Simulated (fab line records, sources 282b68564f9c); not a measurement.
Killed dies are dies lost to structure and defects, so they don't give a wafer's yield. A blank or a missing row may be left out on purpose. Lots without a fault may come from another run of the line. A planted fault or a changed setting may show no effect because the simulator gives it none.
A struck lot beside a sound one | flow rit_cmos | 16 steps out of a route of 202
Sound: wafers L819.1, L819.2, L819.6. Struck: wafer L834.1. (L834.3, L834.6 of the same lot were not struck and are left out.) The cause comes at the end.
At each step with rows: each side's tool, then ch and its chambers, then its first start. Under that, the readings that differ: sound wafers | struck wafers | difference of the means | sigmas: that difference in standard deviations of wafers without a fault.
alike: readings whose means differ by less than 2 such deviations, and words and numbers that are the same on both sides. not compared: withheld readings, readings that some wafer has no value for, bounds like >300 that may hide the same value, and numbers for which the record gives no deviation and whose values overlap.
The two part at a step that has a row with sigmas, a row that says differs or no value, or rows on one side only. Numbers that don't overlap but have no deviation are shown without sigmas and don't part them. A reading that every wafer of one side lacks parts them only if that side has two wafers or more.

RIT_SDANNEAL_RTA_03: time 5 s.
  sound on rtp_anneal-02 ch 0, day 3 04:03; struck on rtp_anneal-01 ch 0, day 6 05:26
  alike: wafer_temp_C_max
RIT_SDANNEAL_RS_MEAS_04: measures by four-point-probe.
  sound on film_metro-01, day 3 04:07; struck on film_metro-02, day 6 05:30
  alike: PSD_RS
RIT_SDANNEAL_RS_MEAS_05: measures by four-point-probe.
  sound on film_metro-01, day 3 04:14; struck on film_metro-02, day 6 05:37
  alike: NSD_RS
RIT_SDANNEAL_RS_MEAS_06: measures by four-point-probe.
  sound on film_metro-01, day 3 04:21; struck on film_metro-02, day 6 05:44
  reading          | sound             | struck | difference | sigmas
  PLDD_RS (ohm/sq) | 179.8 179.8 179.7 | 178.6  | -1.2       | -2
RIT_SDANNEAL_RS_MEAS_07: measures by four-point-probe.
  sound on film_metro-01, day 3 04:28; struck on film_metro-02, day 6 05:52
  reading          | sound             | struck | difference | sigmas
  NLDD_RS (ohm/sq) | 153.6 154.1 154.0 | 152.7  | -1.2       | -2
then, 1 step without rows for these wafers: RIT_SILICIDE_WET_ETCH_00 (etches SiO2 in BOE, target depth 14 nm, time 15 s).
RIT_SILICIDE_SPUTTER_01: material Ti, target thk 30 nm, time 246.4 s.
  sound on pvd_sputter-01, day 3 04:36; struck on pvd_sputter-02, day 6 05:59
  alike: throttle_valve_pct
RIT_SILICIDE_RS_MEAS_02: measures by four-point-probe.
  sound on film_metro-03, day 3 04:45; struck on film_metro-01, day 6 06:08
  alike: SILICIDE_TI_RS
RIT_SILICIDE_THK_MEAS_03: measures by xrf.
  sound on film_metro-03, day 3 04:52; struck on film_metro-01, day 6 06:16
  reading              | sound             | struck | difference | sigmas
  SILICIDE_TI_THK (nm) | 31.61 31.65 31.47 | 30.92  | -0.66      | -3
RIT_SILICIDE_RTA_04: time 10 s, ramp up 5 s, ramp down 5 s.
  sound on rtp_anneal-01 ch 0, day 3 04:56; struck on rtp_anneal-02 ch 0, day 6 06:19
  alike: wafer_temp_C_max
then, 1 step without rows for these wafers: RIT_SILICIDE_WET_ETCH_05 (etches Ti in SPM, time 120 s).
RIT_SILICIDE_RTA_06: time 10 s, ramp up 5 s, ramp down 10 s.
  sound on rtp_anneal-02 ch 0, day 3 05:02; struck on rtp_anneal-01 ch 0, day 6 06:26
  alike: wafer_temp_C_max
RIT_CONTACT_CVD_00: deposits SiO2 from TEOS, target thk 400 nm, time 61 s.
  sound on pecvd-02 ch 0,2, day 3 05:07; struck on pecvd-02 ch 1, day 6 06:30
  alike: heater_power_w
  not compared: since_wet_clean_h
RIT_CONTACT_THK_MEAS_01:
  sound on film_metro-04, day 3 05:10; struck on film_metro-03, day 6 06:33
  reading               | sound       | struck | difference | sigmas
  CONTACT_TEOS_THK (nm) | 397 394 400 | 343    | -54        | -11
then, 1 step without rows for these wafers: RIT_CONTACT_HMDS_02 (prime time 60 s).
RIT_M1_PROBE_99:
  the record has rows for the struck wafers here (prober-02, day 6 13:00) and none for the sound ones

WHERE THEY PART
First at RIT_SDANNEAL_RS_MEAS_06; last, within this record, at RIT_M1_PROBE_99.

WHY: what the simulator had put in
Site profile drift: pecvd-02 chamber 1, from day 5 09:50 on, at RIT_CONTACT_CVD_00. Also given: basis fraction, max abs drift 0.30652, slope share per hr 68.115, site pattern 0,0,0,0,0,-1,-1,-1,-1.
